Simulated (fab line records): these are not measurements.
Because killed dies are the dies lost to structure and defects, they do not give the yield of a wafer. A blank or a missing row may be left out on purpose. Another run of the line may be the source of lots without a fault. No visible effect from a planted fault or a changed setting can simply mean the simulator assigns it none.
The tool behind it: which one? -- flow ritCmos -- Sampling: 14 lots, 42 wafers, 5 of 202 route steps

WHAT THE GAUGES SHOWED, per wafer
RIT_ACTIVE_BOW_MEAS_00.
lot,measured,on,INCOMING_BOW (um)
L839,day 1 10:00,filmMetro-04,-2 7 -9
L841,day 1 20:01,filmMetro-02,3 -3 2
L842,day 2 01:01,filmMetro-04,-3 -1 1
L844,day 2 11:00,filmMetro-03,4 -9 -6
L846,day 2 21:00,filmMetro-04,-11 -15 3
L848,day 3 07:00,filmMetro-03,10 -9 -3
L849,day 3 12:02,filmMetro-04,3 3 8
L851,day 3 22:02,filmMetro-04,-1 -11 2
L852,day 4 03:00,filmMetro-02,-3 2 3
L853,day 4 08:02,filmMetro-03,-6 5 4
L855,day 4 18:00,filmMetro-03,-3 -4 -4
L857,day 5 04:01,filmMetro-02,6 11 -2
L858,day 5 09:04,filmMetro-02,2 5 -7
L862,day 6 05:01,filmMetro-02,0 -15 0

RIT_PSD_TW_MEAS_10.
lot,measured,on,PSD_TW
L839,day 3 12:05,filmMetro-03,3471 3460 3468
L841,day 3 14:23,filmMetro-04,3418 3430 3454
L842,day 4 01:08,filmMetro-03,3481 3499 3510
L844,day 4 08:02,filmMetro-04,3418 3428 3408
L846,day 4 17:47,filmMetro-02,3415 3431 3441
L848,day 5 05:25,filmMetro-04,3407 3400 3413
L849,day 5 09:19,filmMetro-03,3463 3463 3460
L851,day 5 18:50,filmMetro-04,3418 3404 3418
L852,day 6 02:04,filmMetro-04,3405 3401 3410
L853,day 6 11:58,filmMetro-02,3418 3427 3427
L855,day 6 17:31,filmMetro-04,3403 3399 3404
L857,day 7 14:30,filmMetro-04,3419 3408 3418
L858,day 7 23:07,filmMetro-04,3430 3429 3425
L862,day 8 19:18,filmMetro-02,3403 3400 3411

RIT_M1_CD_MEAS_90: the cd target is 2600 nm.
lot,measured,on,cdNm (nm)
L839,day 3 18:30,cdSem-02,2601.6 2599.8 2600.7
L841,day 3 20:26,cdSem-01,2599.1 2601.2 2603.7
L842,day 4 07:19,cdSem-01,2600.6 2600.3 2601.8
L844,day 4 14:16,cdSem-01,2599.6 2599.9 2600.2
L846,day 5 00:04,cdSem-01,2592.6 2597.6 2597.6
L848,day 5 11:31,cdSem-01,2601.2 2600.8 2601.1
L849,day 5 15:31,cdSem-01,2600.7 2602.5 2599.2
L851,day 6 01:00,cdSem-01,2598.7 2598.9 2598.1
L852,day 6 08:23,cdSem-01,2603.0 2600.3 2603.5
L853,day 6 18:16,cdSem-01,2598.1 2596.6 2598.0
L855,day 6 23:50,cdSem-02,2606.1 2607.8 2606.4 2606.3 2607.2 2606.6
L857,day 7 20:40,cdSem-01,2597.6 2596.4 2594.9
L858,day 8 05:25,cdSem-01,2608.1 2607.1 2608.1
L862,day 9 01:22,cdSem-02,2595.6 2597.2 2597.2

WHAT TOOL EACH LOT RAN ON (gives the tool, then ch and the chambers of the sampled wafers, and finally the start)
lot,RIT_PWELL_STRIP_09,RIT_M1_METAL_ETCH_12
L839,"plasmaAsher-04 ch 0,1, day 1 23:50","rieMetal-02 ch 0,1, day 3 17:58"
L841,"plasmaAsher-02 ch 1, day 2 09:29","rieMetal-01 ch 0,1, day 3 19:54"
L842,"plasmaAsher-02 ch 1, day 2 19:58","rieMetal-02 ch 0,1, day 4 06:47"
L844,"plasmaAsher-02 ch 0,1, day 3 00:58","rieMetal-01 ch 0,1, day 4 13:46"
L846,"plasmaAsher-03 ch 0,1, day 3 13:13","rieMetal-03 ch 0,1, day 4 23:32"
L848,"plasmaAsher-04 ch 0,1, day 4 01:10","rieMetal-02 ch 0,1, day 5 10:55"
L849,"plasmaAsher-03 ch 0,1, day 4 03:38","rieMetal-03 ch 0,1, day 5 14:59"
L851,"plasmaAsher-03 ch 0,1, day 4 15:37","rieMetal-02 ch 0,1, day 6 00:23"
L852,"plasmaAsher-03 ch 0,1, day 4 18:19","rieMetal-03 ch 1, day 6 07:41"
L853,"plasmaAsher-04 ch 0,1, day 5 01:25","rieMetal-01 ch 0,1, day 6 17:46"
L855,"plasmaAsher-02 ch 0,1, day 5 07:53","rieMetal-03 ch 1, day 6 23:09"
L857,"plasmaAsher-02 ch 0,1, day 5 22:53","rieMetal-02 ch 0, day 7 20:07"
L858,"plasmaAsher-02 ch 0,1, day 6 04:19","rieMetal-03 ch 1, day 8 04:49"
L862,"plasmaAsher-04 ch 0,1, day 7 05:22","rieMetal-01 ch 0,1, day 9 00:50"
- RIT_PWELL_STRIP_09: strips in O2, time 180 s.
- RIT_M1_METAL_ETCH_12: etches Al in Cl2/BCl3, stops on SiO2, time 165 s, target depth 600 nm.

WHAT THE TOOLS THEMSELVES READ (means of the sampled wafers that have a number; where no wafer has one, the mark that the record gives instead)
RIT_PWELL_STRIP_09.
lot,tool,chamberPressureMTorr (mTorr),drypumpMotorCurrentA (A)
L839,plasmaAsher-04,4001,5.86
L841,plasmaAsher-02,4001,5.61
L842,plasmaAsher-02,4003,5.60
L844,plasmaAsher-02,3996,5.76
L846,plasmaAsher-03,3997,6.24
L848,plasmaAsher-04,4002,5.86
L849,plasmaAsher-03,4000,6.23
L851,plasmaAsher-03,4000,6.08
L852,plasmaAsher-03,3999,6.08
L853,plasmaAsher-04,4002,5.86
L855,plasmaAsher-02,3996,5.70
L857,plasmaAsher-02,4001,5.76
L858,plasmaAsher-02,4000,5.67
L862,plasmaAsher-04,4000,5.83

RIT_M1_METAL_ETCH_12.
lot,tool,chamberPressureMTorr (mTorr),drypumpMotorCurrentA (A),heBacksideLeakSccm (sccm),mfcCl2Sccm (sccm),oesProductAu (a.u.),throttleValvePct (%)
L839,rieMetal-02,99.91,5.83,3.34,60.07,0.780,8.18
L841,rieMetal-01,100.00,5.70,3.17,60.18,0.788,8.16
L842,rieMetal-02,99.99,5.61,3.22,60.14,0.772,8.29
L844,rieMetal-01,99.83,5.69,3.08,60.16,0.789,8.16
L846,rieMetal-03,99.96,5.40,3.56,60.06,0.778,8.39
L848,rieMetal-02,99.99,5.83,3.27,60.03,0.777,8.19
L849,rieMetal-03,100.02,5.61,3.43,59.97,0.784,8.38
L851,rieMetal-02,100.02,5.60,3.23,60.10,0.760,8.29
L852,rieMetal-03,100.05,5.82,3.44,60.11,0.788,8.33
L853,rieMetal-01,100.03,5.79,3.26,60.07,0.780,8.22
L855,rieMetal-03,100.00,5.82,3.34,59.91,0.778,8.33
L857,rieMetal-02,99.99,5.39,3.07,59.77,0.762,8.38
L858,rieMetal-03,99.95,5.81,3.81,60.08,0.788,8.34
L862,rieMetal-01,99.96,5.77,3.14,59.97,0.795,8.20

THE ANSWER, worked out from the rows above alone
Rule: what is usual is taken from the lots themselves. The widest of any qualifying gaps counts: lots, ordered by their means at a reading, are off when they make up no more than a third of the lots, leave a main group of 4 or more, and stand apart from it by 3 or more times the standard deviation of that group's means. A main group is skipped when, at the precision printed for the reading in the tables above, its means are all equal. Also off: a lot with no number at a reading for which 4 or more lots have one. Any other lot the step has rows for is counted as sound. The gauges are gone through in route order, then the tools' own readings, and for those a lot's mean is taken as printed above. At the first step where some lot is off, the reading lying furthest off is the one used; lots without a number count as furthest.
Nothing can be told from this: no lot is off at any reading shown.

WHAT THE SIMULATOR HAD INSERTED
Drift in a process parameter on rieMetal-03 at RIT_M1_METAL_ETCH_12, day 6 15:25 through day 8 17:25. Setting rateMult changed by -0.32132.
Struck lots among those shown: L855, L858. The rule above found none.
